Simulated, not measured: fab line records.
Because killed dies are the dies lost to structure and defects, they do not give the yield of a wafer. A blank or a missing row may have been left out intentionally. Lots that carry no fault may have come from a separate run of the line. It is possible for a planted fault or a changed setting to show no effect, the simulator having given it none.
fab line records | flow rit-cmos
[record] lots = 14 | wafers = 42 | last-day = 6
route steps=202 shown ACTIVE@4 M1@202
lots untouched by any fault: they come from a run of this same line in which no faults occurred
start-h: hours from the record's first day to the start of the lot's first wafer shown | wait-h: hours from the lot's prior step to this one | " unchanged from the row above | L1.1+2: a row that stands for several wafers | - no value, or no start given | * or withheld: withheld | < > ~ a bound
route shown NAME@n: names a module that has steps shown in the file, with the first one's number in the route | usual: the fault-free wafers' mean and standard deviation | same: alike in all rows | chamber/n: place in a boat | sites: the reading at each site | _std_site: standard deviation across them | _edge_site: outer sites' mean less inner sites' | radius-mm: for every site, how far away it sits from the centre of the wafer | mask NAME#n: copy n | behind: the tool/chamber that last shaped the wafer | hold: why the lot was held/for how many hours/how that ended | device: which transistor (n, p or np) failed to switch | end of line: tests of these same wafers at the route's end | a step given without rows: its recipe and nothing more | killed: dies lost to structure and defects at the first sort, not the wafer's yield | map: per-die view of a wafer (x killed, . not killed, _ where there is no die)
set.NAME: the setting that was run; set.NAME@STEP: the one run at that earlier step | model.NAME: the simulator's own value behind a step, which no gauge read
one table for each step of the route and one row for each wafer, over a sample of lots
services: when a tool's chamber went out of use (start-h, in hours from the record's first day, below 0 if earlier), for how many hours, and the reason
[[steps]]
[step RIT_ACTIVE_CVD_03]
[recipe] material = Si3N4 | target-thk-nm = 150 | temp-c = 810 | precursor = SiH2Cl2/NH3 | time-s = 1500 | pressure-mtorr = 300 | sih2cl2-flow-sccm = 60 | nh3-flow-sccm = 150
lot.wafer  | tool     | chamber | start-h | wait-h
L969.1+3+6 | lpcvd-01 | 1       | 17.11   | 0.1
L970.1+2+4 | lpcvd-01 | 0       | 22.22   | 0.1
L972.1+5+6 | lpcvd-01 | 1       | 32.85   | 0.1
L973.1+4+5 | lpcvd-01 | 0       | 38.02   | 0.1
L974.1+3+6 | lpcvd-01 | 0       | 43.49   | 0.1
L975.1+5+6 | lpcvd-02 | 1       | 48.26   | 1.2
L976.2+4+5 | lpcvd-01 | 1       | 52.50   | 0.4
L977.1+3+4 | lpcvd-01 | 1       | 59.00   | 1.7
L979.2+5+6 | lpcvd-01 | 0       | 70.95   | 0.0
L980.3+5+6 | lpcvd-01 | 1       | 73.16   | 0.0
L981.2+4+5 | lpcvd-01 | 1       | 78.88   | 0.6
L982.1+5+6 | lpcvd-02 | 1       | 82.11   | 0.1
L983.1+4+5 | lpcvd-02 | 0       | 87.79   | 0.1
L983.1+4+5 | lpcvd-02 | 0       | 90.08   | 0.2
L990.1+3+4 | lpcvd-01 | 0       | 124.21  | 0.1
L990.1+3+4 | lpcvd-01 | 0       | 125.79  | 0.2
[step RIT_ACTIVE_THK_MEAS_04]
[recipe] reads = Si3N4_of_ACTIVE_CVD_03
[usual] ACTIVE_NITRIDE_THK = 149.9/1.5
lot.wafer | tool          | chamber | start-h | wait-h | ACTIVE_NITRIDE_THK[nm]
L969.1    | film-metro-03 | -       | 18.53   | 0.0    | 151.4
L969.3    | "             | -       | "       | "      | 151.2
L969.6    | "             | -       | "       | "      | 151.4
L970.1    | film-metro-01 | -       | 23.64   | 0.0    | 152.5
L970.2    | "             | -       | "       | "      | 152.7
L970.4    | "             | -       | "       | "      | 151.9
L972.1    | film-metro-01 | -       | 34.27   | 0.0    | 150.1
L972.5    | "             | -       | "       | "      | 152.0
L972.6    | "             | -       | "       | "      | 150.7
L973.1    | film-metro-04 | -       | 39.44   | 0.0    | 150.9
L973.4    | "             | -       | "       | "      | 150.5
L973.5    | "             | -       | "       | "      | 149.6
L974.1    | film-metro-03 | -       | 44.91   | 0.0    | 149.2
L974.3    | "             | -       | "       | "      | 149.6
L974.6    | "             | -       | "       | "      | 148.2
L975.1    | film-metro-01 | -       | 50.38   | 0.0    | 147.9
L975.5    | "             | -       | "       | "      | 147.8
L975.6    | "             | -       | "       | "      | 149.0
L976.2    | film-metro-03 | -       | 53.93   | 0.0    | 148.7
L976.4    | "             | -       | "       | "      | 149.9
L976.5    | "             | -       | "       | "      | 149.1
L977.1    | film-metro-03 | -       | 60.42   | 0.0    | 148.5
L977.3    | "             | -       | "       | "      | 149.1
L977.4    | "             | -       | "       | "      | 147.4
L979.2    | film-metro-03 | -       | 72.38   | 0.0    | 150.4
L979.5    | "             | -       | "       | "      | 150.8
L979.6    | "             | -       | "       | "      | 149.2
L980.3    | film-metro-04 | -       | 74.60   | 0.0    | 151.2
L980.5    | "             | -       | "       | "      | 152.0
L980.6    | "             | -       | "       | "      | 151.2
L981.2    | film-metro-04 | -       | 80.30   | 0.0    | 149.4
L981.4    | "             | -       | "       | "      | 149.9
L981.5    | "             | -       | "       | "      | 149.9
L982.1    | film-metro-03 | -       | 84.24   | 0.0    | 147.9
L982.5    | "             | -       | "       | "      | 147.9
L982.6    | "             | -       | "       | "      | 146.9
L983.1    | film-metro-04 | -       | 92.27   | 0.1    | 297.4
L983.4    | "             | -       | "       | "      | 296.9
L983.5    | "             | -       | "       | "      | 297.2
L983.1    | film-metro-04 | -       | 92.50   | 0.2    | 297.4
L983.4    | "             | -       | "       | "      | 296.6
L983.5    | "             | -       | "       | "      | 297.5
L990.1    | film-metro-01 | -       | 127.21  | 0.0    | 303.7
L990.3    | "             | -       | "       | "      | 303.3
L990.4    | "             | -       | "       | "      | 304.5
L990.1    | film-metro-01 | -       | 127.44  | 0.2    | 303.6
L990.3    | "             | -       | "       | "      | 303.1
L990.4    | "             | -       | "       | "      | 304.3
[step RIT_M1_PROBE_99]
[usual] defect-limited-yield = 97.5/1 | killed_at_M0_to_M3 = 0.0/0.14 | killed-at-contacts = 0.1/0.34 | killed-at-front-end = 6.6/2.7 | killed-dies = 6.7/2.7 | killed-open = 3.5/1.9 | killed-short = 3.1/1.8 | sort_bin_3_pad_short = 0.1/0.2 | sort_bin_5_function = 1.5/0.74 | sort_bin_6_memory = 0.9/0.57 | sort-n-pass = 257.3/2.7 | sort-yield-pct = 97.5/1
[same] gross-dies = 264 | killed_at_M4_up = 0 | killed-at-back-side = 0 | killed-at-other = 0
lot.wafer | tool      | chamber | start-h | wait-h | defect-limited-yield[%] | killed_at_M0_to_M3 | killed-at-contacts | killed-at-front-end | killed-dies | killed-open | killed-short | sort_bin_3_pad_short[%] | sort_bin_5_function[%] | sort_bin_6_memory[%] | sort-n-pass | sort-yield-pct[%]
L969.1    | prober-02 | -       | 64.32   | 0.1    | 98.5                    | 0                  | 0                  | 4                   | 4           | 1           | 3            | 0                       | 1.1                    | 0.4                  | 260.0       | 98.5
L969.3    | prober-02 | -       | 64.42   | 0.2    | 98.1                    | 0                  | 0                  | 5                   | 5           | 3           | 2            | 0                       | 1.5                    | 0.4                  | 259.0       | 98.1
L969.6    | prober-02 | -       | 64.57   | 0.2    | 95.1                    | 0                  | 0                  | 13                  | 13          | 8           | 5            | 0.4                     | 3.8                    | 0.8                  | 251.0       | 95.1
L970.1    | prober-01 | -       | 70.52   | 0.1    | 97.3                    | 0                  | 0                  | 7                   | 7           | 4           | 3            | 0                       | 1.9                    | 0.8                  | 257.0       | 97.3
L970.2    | prober-01 | -       | 70.57   | 0.1    | 96.6                    | 0                  | 0                  | 9                   | 9           | 3           | 6            | 0                       | 1.9                    | 1.5                  | 255.0       | 96.6
L970.4    | prober-01 | -       | 70.67   | 0.2    | 97.3                    | 0                  | 0                  | 7                   | 7           | 5           | 2            | 0                       | 0.8                    | 1.9                  | 257.0       | 97.3
L972.1    | prober-01 | -       | 79.32   | 0.1    | 96.2                    | 0                  | 0                  | 10                  | 10          | 5           | 5            | 0                       | 1.9                    | 1.9                  | 254.0       | 96.2
L972.5    | prober-01 | -       | 79.52   | 0.2    | 97.3                    | 0                  | 0                  | 7                   | 7           | 3           | 4            | 0                       | 1.9                    | 0.8                  | 257.0       | 97.3
L972.6    | prober-01 | -       | 79.57   | 0.2    | 96.2                    | 0                  | 0                  | 10                  | 10          | 3           | 7            | 0                       | 1.9                    | 1.9                  | 254.0       | 96.2
L973.1    | prober-02 | -       | 86.18   | 0.1    | 98.1                    | 0                  | 0                  | 5                   | 5           | 3           | 2            | 0                       | 0.8                    | 1.1                  | 259.0       | 98.1
L973.4    | prober-02 | -       | 86.33   | 0.2    | 97.0                    | 0                  | 0                  | 8                   | 8           | 4           | 4            | 0.4                     | 1.9                    | 0.8                  | 256.0       | 97.0
L973.5    | prober-02 | -       | 86.38   | 0.2    | 97.0                    | 0                  | 0                  | 8                   | 8           | 5           | 3            | 0                       | 2.7                    | 0.4                  | 256.0       | 97.0
L974.1    | prober-01 | -       | 90.24   | 0.1    | 98.9                    | 0                  | 0                  | 3                   | 3           | 0           | 3            | 0                       | 1.1                    | 0                    | 261.0       | 98.9
L974.3    | prober-01 | -       | 90.34   | 0.2    | 98.5                    | 0                  | 0                  | 4                   | 4           | 1           | 3            | 0                       | 1.5                    | 0                    | 260.0       | 98.5
L974.6    | prober-01 | -       | 90.49   | 0.2    | 99.2                    | 0                  | 0                  | 2                   | 2           | 1           | 1            | 0.4                     | 0                      | 0.4                  | 262.0       | 99.2
L975.1    | prober-02 | -       | 97.29   | 0.1    | 96.2                    | 0                  | 0                  | 10                  | 10          | 5           | 5            | 0                       | 2.3                    | 1.5                  | 254.0       | 96.2
L975.5    | prober-02 | -       | 97.49   | 0.2    | 97.0                    | 0                  | 0                  | 8                   | 8           | 6           | 2            | 0.4                     | 1.1                    | 1.5                  | 256.0       | 97.0
L975.6    | prober-02 | -       | 97.54   | 0.2    | 99.2                    | 0                  | 0                  | 2                   | 2           | 1           | 1            | 0                       | 0.4                    | 0.4                  | 262.0       | 99.2
L976.2    | prober-01 | -       | 101.57  | 0.1    | 97.7                    | 0                  | 0                  | 6                   | 6           | 4           | 2            | 0                       | 1.1                    | 1.1                  | 258.0       | 97.7
L976.4    | prober-01 | -       | 101.67  | 0.2    | 98.9                    | 0                  | 0                  | 3                   | 3           | 1           | 2            | 0                       | 0.8                    | 0.4                  | 261.0       | 98.9
L976.5    | prober-01 | -       | 101.72  | 0.2    | 96.2                    | 0                  | 0                  | 10                  | 10          | 7           | 3            | 0.4                     | 2.3                    | 1.1                  | 254.0       | 96.2
L977.1    | prober-02 | -       | 106.96  | 0.1    | 97.3                    | 0                  | 0                  | 7                   | 7           | 3           | 4            | 0                       | 1.5                    | 1.1                  | 257.0       | 97.3
L977.3    | prober-02 | -       | 107.06  | 0.2    | 95.8                    | 1                  | 0                  | 10                  | 11          | 5           | 6            | 0.4                     | 2.3                    | 1.5                  | 253.0       | 95.8
L977.4    | prober-02 | -       | 107.11  | 0.2    | 95.8                    | 0                  | 0                  | 11                  | 11          | 5           | 6            | 0.4                     | 1.5                    | 2.3                  | 253.0       | 95.8
L979.2    | prober-02 | -       | 120.01  | 0.1    | 98.1                    | 0                  | 0                  | 5                   | 5           | 1           | 4            | 0                       | 0.4                    | 1.5                  | 259.0       | 98.1
L979.5    | prober-02 | -       | 120.16  | 0.2    | 98.1                    | 0                  | 0                  | 5                   | 5           | 2           | 3            | 0                       | 1.1                    | 0.8                  | 259.0       | 98.1
L979.6    | prober-02 | -       | 120.21  | 0.2    | 97.7                    | 0                  | 0                  | 6                   | 6           | 4           | 2            | 0                       | 1.9                    | 0.4                  | 258.0       | 97.7
L980.3    | prober-01 | -       | 122.73  | 0.2    | 96.2                    | 0                  | 0                  | 10                  | 10          | 5           | 5            | 0.4                     | 2.3                    | 1.1                  | 254.0       | 96.2
L980.5    | prober-01 | -       | 122.83  | 0.2    | 97.3                    | 0                  | 1                  | 6                   | 7           | 3           | 4            | 0.4                     | 1.1                    | 1.1                  | 257.0       | 97.3
L980.6    | prober-01 | -       | 122.88  | 0.2    | 97.0                    | 0                  | 0                  | 8                   | 8           | 3           | 5            | 0                       | 2.3                    | 0.8                  | 256.0       | 97.0
L981.2    | prober-02 | -       | 127.69  | 0.1    | 98.5                    | 0                  | 1                  | 3                   | 4           | 1           | 3            | 0.4                     | 0.8                    | 0.4                  | 260.0       | 98.5
L981.4    | prober-02 | -       | 127.79  | 0.2    | 98.5                    | 0                  | 0                  | 4                   | 4           | 2           | 2            | 0                       | 1.1                    | 0.4                  | 260.0       | 98.5
L981.5    | prober-02 | -       | 127.84  | 0.2    | 98.1                    | 0                  | 0                  | 5                   | 5           | 4           | 1            | 0                       | 1.1                    | 0.8                  | 259.0       | 98.1
L982.1    | prober-02 | -       | 135.74  | 0.1    | 98.1                    | 0                  | 0                  | 5                   | 5           | 5           | 0            | 0                       | 1.5                    | 0.4                  | 259.0       | 98.1
L982.5    | prober-02 | -       | 135.94  | 0.2    | 97.7                    | 0                  | 0                  | 6                   | 6           | 5           | 1            | 0                       | 1.5                    | 0.8                  | 258.0       | 97.7
L982.6    | prober-02 | -       | 135.99  | 0.2    | 98.1                    | 0                  | 0                  | 5                   | 5           | 1           | 4            | 0                       | 0.8                    | 1.1                  | 259.0       | 98.1
// killed by level:class
L969.1 SPACER:geometric-particle:short=2 FOX2:geometric-particle:short=1 REOX:geometric-particle:open=1
L969.3 GATE:geometric-particle:short=2 FOX2:geometric-particle:open=1 GATE:geometric-particle:open=1 REOX:geometric-particle:open=1
L969.6 REOX:geometric-particle:open=4 GATE:geometric-particle:short=3 FOX2:geometric-particle:open=2 FOX2:geometric-particle:short=1 GATE:geometric-particle:open=1 REOX:geometric-particle:short=1 SPACER:geometric-particle:open=1
L970.1 GATE:geometric-particle:short=2 REOX:geometric-particle:open=2 FOX2:geometric-particle:open=1 SPACER:geometric-particle:short=1 SILICIDE:geometric-particle:open=1
L970.2 SILICIDE:geometric-particle:short=3 FOX1:geometric-particle:short=2 REOX:geometric-particle:open=2 FOX2:geometric-particle:open=1 SPACER:geometric-particle:short=1
L970.4 REOX:geometric-particle:open=3 FOX1:geometric-particle:short=1 GATE:geometric-particle:open=1 SILICIDE:geometric-particle:short=1 SILICIDE:geometric-particle:open=1
L972.1 GATE:geometric-particle:open=4 GATE:geometric-particle:short=3 SPACER:geometric-particle:short=2 FOX1:geometric-particle:open=1
L972.5 GATE:geometric-particle:open=2 GATE:geometric-particle:short=2 SILICIDE:geometric-particle:short=2 FOX1:geometric-particle:open=1
L972.6 GATE:geometric-particle:short=5 FOX1:geometric-particle:open=1 FOX1:geometric-particle:short=1 GATE:geometric-particle:open=1 SPACER:geometric-particle:short=1 SPACER:geometric-particle:open=1
L973.1 GATE:geometric-particle:open=2 FOX1:geometric-particle:short=1 GATE:geometric-particle:short=1 REOX:geometric-particle:open=1
L973.4 GATE:geometric-particle:short=3 GATE:geometric-particle:open=2 FOX1:geometric-particle:open=1 SPACER:geometric-particle:open=1 SPACER:geometric-particle:short=1
L973.5 GATE:geometric-particle:open=2 SILICIDE:geometric-particle:open=2 GATE:geometric-particle:short=1 REOX:geometric-particle:open=1 SPACER:geometric-particle:short=1 SILICIDE:geometric-particle:short=1
L974.1 FOX1:geometric-particle:short=1 GATE:geometric-particle:short=1 SILICIDE:geometric-particle:short=1
L974.3 FOX1:geometric-particle:short=1 GATE:geometric-particle:open=1 GATE:geometric-particle:short=1 SILICIDE:geometric-particle:short=1
L974.6 FOX1:geometric-particle:short=1 GATE:geometric-particle:open=1
L975.1 FOX1:geometric-particle:short=4 FOX1:geometric-particle:open=3 GATE:geometric-particle:open=2 GATE:geometric-particle:short=1
L975.5 GATE:geometric-particle:open=3 FOX1:geometric-particle:open=2 FOX1:geometric-particle:short=1 FOX2:geometric-particle:short=1 SPACER:geometric-particle:open=1
L975.6 GATE:geometric-particle:open=1 SILICIDE:geometric-particle:short=1
L976.2 GATE:geometric-particle:open=2 REOX:geometric-particle:open=2 REOX:geometric-particle:short=1 SILICIDE:geometric-particle:short=1
L976.4 FOX2:geometric-particle:short=1 GATE:geometric-particle:open=1 GATE:geometric-particle:short=1
L976.5 GATE:geometric-particle:open=4 GATE:geometric-particle:short=3 SPACER:geometric-particle:open=2 REOX:geometric-particle:open=1
L977.1 FOX2:geometric-particle:short=1 GATE:geometric-particle:open=1 GATE:geometric-particle:short=1 SPACER:geometric-particle:open=1 SPACER:geometric-particle:short=1 SILICIDE:geometric-particle:short=1 SILICIDE:geometric-particle:open=1
L977.3 GATE:geometric-particle:short=2 GATE:geometric-particle:open=2 SPACER:geometric-particle:open=2 SILICIDE:geometric-particle:short=2 SPACER:geometric-particle:short=1 SILICIDE:geometric-particle:open=1 M1:geometric-particle:short=1
L977.4 SPACER:geometric-particle:open=3 SILICIDE:geometric-particle:short=3 GATE:geometric-particle:short=2 FOX2:geometric-particle:short=1 GATE:geometric-particle:open=1 SILICIDE:geometric-particle:open=1
L979.2 GATE:geometric-particle:short=2 FOX1:geometric-particle:short=1 REOX:geometric-particle:open=1 SILICIDE:geometric-particle:short=1
L979.5 SPACER:geometric-particle:short=2 GATE:geometric-particle:short=1 REOX:geometric-particle:open=1 SILICIDE:geometric-particle:open=1
L979.6 GATE:geometric-particle:open=3 SILICIDE:geometric-particle:short=2 SPACER:geometric-particle:open=1
L980.3 GATE:geometric-particle:open=2 SPACER:geometric-particle:short=2 SPACER:geometric-particle:open=2 FOX1:geometric-particle:short=1 GATE:geometric-particle:short=1 REOX:geometric-particle:open=1 SILICIDE:geometric-particle:short=1
L980.5 SPACER:geometric-particle:open=2 FOX1:geometric-particle:open=1 FOX1:geometric-particle:short=1 FOX2:geometric-particle:short=1 SPACER:geometric-particle:short=1 CONTACT:geometric-particle:short=1
L980.6 GATE:geometric-particle:short=2 GATE:geometric-particle:open=2 ACTIVE:geometric-particle:open=1 FOX2:geometric-particle:short=1 REOX:geometric-particle:short=1 SPACER:geometric-particle:short=1
L981.2 GATE:geometric-particle:short=1 SILICIDE:geometric-particle:short=1 SPACER:geometric-particle:short=1 CONTACT:geometric-particle:open=1
L981.4 GATE:geometric-particle:open=2 FOX2:geometric-particle:short=1 SPACER:geometric-particle:short=1
L981.5 GATE:geometric-particle:open=3 GATE:geometric-particle:short=1 SILICIDE:geometric-particle:open=1
L982.1 GATE:geometric-particle:open=3 FOX1:geometric-particle:open=1 SILICIDE:geometric-particle:open=1
L982.5 REOX:geometric-particle:open=3 SPACER:geometric-particle:open=1 SILICIDE:geometric-particle:short=1 SILICIDE:geometric-particle:open=1
L982.6 GATE:geometric-particle:short=2 FOX1:geometric-particle:short=1 GATE:geometric-particle:open=1 REOX:geometric-particle:short=1
[[services]]
tool     | chamber | start-h | hours | kind
lpcvd-01 | -       | 20.01   | 0.7   | repair
lpcvd-02 | -       | 35.14   | 2.6   | repair
lpcvd-02 | -       | 53.26   | 6.0   | pm
[[key]]
[first-sign] step = RIT_ACTIVE_CVD_03 | reading = visit | direction = added
[effect] step = RIT_ACTIVE_THK_MEAS_04 | reading = visit | direction = added
[effect] step = RIT_ACTIVE_THK_MEAS_04 | reading = ACTIVE_NITRIDE_THK | direction = up | sigmas = 98 | usual = 149.9 | struck = 300.5
met-at RIT_ACTIVE_CVD_03
struck-lots L983,L990
scrapped-behind RIT_ACTIVE_THK_MEAS_04 L983.1,L983.4,L983.5,L990.1,L990.3,L990.4
[fault] kind = repeated-step-whole | tool = lpcvd-01,lpcvd-02 | chamber = - | onset-h = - | steps = RIT_ACTIVE_CVD_03 | times = 1 | scope = struck-lots-only
